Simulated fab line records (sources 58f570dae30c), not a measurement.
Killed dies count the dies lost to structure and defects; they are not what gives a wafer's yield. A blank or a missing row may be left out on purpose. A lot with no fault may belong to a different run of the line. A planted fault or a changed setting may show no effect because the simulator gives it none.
Split-lot study	flow berkeleyCmos170	23 wafers read from 5 lots, route of 331 steps

== THE SPLIT ITSELF ==
At UCB170_V1_PEB_10, the setting pebTempC was moved away from the recipe's 130 C on 9 of the 23 wafers read, by +2.1% to +2.5%. This setting was run at the recipe's value on the other wafers.

== FROM THE SPLIT TO THE READING: what the file shows between them, 4 steps ==
- UCB170_V1_DEVELOP_11: develop time 45 s
- UCB170_V1_CD_MEAS_12: target cd 700 nm
- UCB170_V1_ETCH_14: etches SiO2 in CHF3/CF4/Ar, stops on Al, target depth 1250 nm, time 291 s
- UCB170_V1_STRIP_15: strips in O2

== THE READING ==
cdNm at UCB170_V1_CD_MEAS_90, given in nm (cd target 700 nm). A value of 700.2 nm with a standard deviation of 1.6 nm is what fault-free wafers of this fab line usually give.

wafer	tool, chamber at the split	pebTempC as run, C	against the recipe	cdNm, nm	against lot-mates on the recipe
L075.2	lithoTrack-02, 0	133.3	+2.5%	717.8	+18.0
L075.3	lithoTrack-02, 0	130	recipe	699.8	-
L075.4	lithoTrack-02, 0	133.3	+2.5%	718.0	+18.2
L075.5	lithoTrack-02, 0	133.3	+2.5%	718.9	+19.1
L075.6	lithoTrack-02, 0	130	recipe	699.9	-
L078.2	lithoTrack-02, 0	130	recipe	699.5	-
L078.3	lithoTrack-02, 0	130	recipe	699.8	-
L078.4	lithoTrack-02, 0	130	recipe	700.2	-
L078.5	lithoTrack-02, 0	130	recipe	700.7	-
L078.6	lithoTrack-02, 0	130	recipe	700.1	-
L077.1	lithoTrack-02, 0	132.7	+2.1%	714.5	+15.1
L077.2	lithoTrack-02, 0	132.7	+2.1%	714.1	+14.7
L077.3	lithoTrack-02, 0	130	recipe	699.6	-
L077.4	lithoTrack-02, 0	132.7	+2.1%	713.8	+14.4
L077.6	lithoTrack-02, 0	130	recipe	699.2	-
L082.3	lithoTrack-02, 0	130	recipe	698.9	-
L082.5	lithoTrack-02, 0	130	recipe	699.4	-
L082.6	lithoTrack-02, 0	130	recipe	698.4	-
L080.1	lithoTrack-03, 0	133.2	+2.5%	720.5	+17.3
L080.2	lithoTrack-03, 0	133.2	+2.5%	720.8	+17.6
L080.3	lithoTrack-03, 0	130	recipe	704.3	-
L080.4	lithoTrack-03, 0	130	recipe	702.1	-
L080.6	lithoTrack-03, 0	133.2	+2.5%	718.9	+15.7

FIT RESULTS
A straight line over all 23 wafers: cdNm changes by +7.39 nm for each +1% of pebTempC; r = +0.99; the points scatter about the line by 1.5 nm.
The same after taking each lot's own level away (the mean of its wafers on the recipe; 23 wafers): +7.06 nm for each +1%; r = +1.00; scatter 0.63 nm.
According to that fit, moving pebTempC by its largest amount changes the reading by 18 nm.
The span of the lots' own levels, 698.90 to 703.20 nm, comes to 2.7 times the standard deviation stated above.
Consequently the slope shifts little with the lot-to-lot level, the two slopes agreeing.
Check: for one of the wafers moved furthest among these (+2.5%), held out of the fit, the line's prediction against its lot-mates is +17.9 nm. Against them it came out at +18 nm.

== OTHER SPLITS APPLIED TO THESE WAFERS ==
These wafers also went through other splits before the reading. Each is held against what the fit with the lots' levels taken away leaves over:
other split on the same wafers	wafers away from the commonest value	r with cdNm (lot level and that fit taken away)
UCB170_PLDD_PEB_04 pebTempC	8	-0.33
UCB170_NLDD_IMPLANT_09 energyKev	11	-0.15
UCB170_SPACER_ANNEAL_02 tempC	10	-0.18
UCB170_PSD_EXPOSE_03 doseMj	9	+0.00
UCB170_BACKSIDE_SOFTBAKE_02 timeS	10	+0.00
UCB170_CONTACT_COAT_10 spinRpm	6	-0.06
UCB170_M1_COAT_04 spinRpm	7	-0.33

== THE WHOLE CHAIN: every reading that the file lists as answering this split, in the file's order ==
step	what it does	reading	change (the file's fit)	r (the file's)
UCB170_V1_CD_MEAS_12	target cd 700 nm	cdNm	+7.06 nm for each +1% of the setting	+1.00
UCB170_V1_ETCH_14	etches SiO2 in CHF3/CF4/Ar, stops on Al, target depth 1250 nm, time 291 s	V1.cdNm (the simulator's own value, which no gauge read)	+7.05 nm for each +1% of the setting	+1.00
UCB170_V1_CD_MEAS_90	target cd 700 nm	cdNm	+7.07 nm for each +1% of the setting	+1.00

== FILE'S OWN FIT ==
cdNm changes by +7.07 nm for each +1% of pebTempC, r = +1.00.
